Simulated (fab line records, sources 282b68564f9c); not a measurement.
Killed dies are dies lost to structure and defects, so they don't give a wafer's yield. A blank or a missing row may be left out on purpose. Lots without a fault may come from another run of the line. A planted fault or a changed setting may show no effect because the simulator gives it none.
Which tool did it? | flow rit_cmos | 8 lots, 24 wafers sampled, at 2 steps of a route of 202

WHAT THE GAUGES READ, wafer by wafer
RIT_NRETRO_OVL_MEAS_06.
lot  | measured    | on         | NRETRO_OVL (nm)
L390 | day 2 12:14 | overlay-01 | 0.5 -0.3 1.0
L392 | day 2 20:40 | overlay-01 | -301.8 -301.0 -301.4
L394 | day 3 08:00 | overlay-02 | -298.9 -299.4 -301.5
L398 | day 4 04:29 | overlay-02 | 0.7 1.4 3.6
L402 | day 4 23:54 | overlay-01 | 1.7 2.0 1.5
L405 | day 5 14:53 | overlay-01 | 0.4 0.7 -0.1
L408 | day 6 05:56 | overlay-02 | -0.2 -0.7 -0.7
L412 | day 7 01:04 | overlay-02 | 2.4 1.3 0.7

WHICH TOOL RAN EACH LOT (tool, then ch and the chambers of the sampled wafers, then the start)
lot  | RIT_NRETRO_EXPOSE_03
L390 | iline_stepper-01 ch 0, day 2 11:50
L392 | iline_stepper-01 ch 0, day 2 20:16
L394 | iline_stepper-01 ch 0, day 3 07:34
L398 | iline_stepper-02 ch 0, day 4 04:02
L402 | iline_stepper-02 ch 0, day 4 23:28
L405 | iline_stepper-02 ch 0, day 5 14:27
L408 | iline_stepper-02 ch 0, day 6 05:31
L412 | iline_stepper-02 ch 0, day 7 00:38
- RIT_NRETRO_EXPOSE_03: exposes mask M4, target cd 43900 nm.

THE ANSWER, worked out from the rows above alone
Rule: what is usual is taken from the lots themselves. Put in order of their means at a reading, lots are off if they are a third of the lots or fewer, leave a main group of 4 or more, and stand apart from it by a gap of 3 or more times the standard deviation of the main group's means; of several such gaps the widest counts. A main group whose means are all the same, to the digits that the tables above print for the reading, isn't used. A lot without any number at a reading at which 4 lots or more have one is off too. The other lots that the step has rows for count as sound.
Off: L392, L394, at RIT_NRETRO_OVL_MEAS_06 (NRETRO_OVL). The main group: mean 0.9 nm, standard deviation 0.88.
A tool fits if, at a process step before that reading, it ran every lot that is off, and no sound lot after the first of them. The gauges at RIT_NRETRO_OVL_MEAS_06 are tried like those tools. One fits: iline_stepper-01 at RIT_NRETRO_EXPOSE_03. Its last sound lot is L390 (day 2 11:50), its first lot that is off L392 (day 2 20:16): a fault that began between those two fits.

WHAT THE SIMULATOR HAD PUT IN
Scanner matching overlay: iline_stepper-01, from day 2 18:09 on, at RIT_NRETRO_EXPOSE_03. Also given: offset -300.
Lots struck among those shown: L392, L394. The rule above found the same.
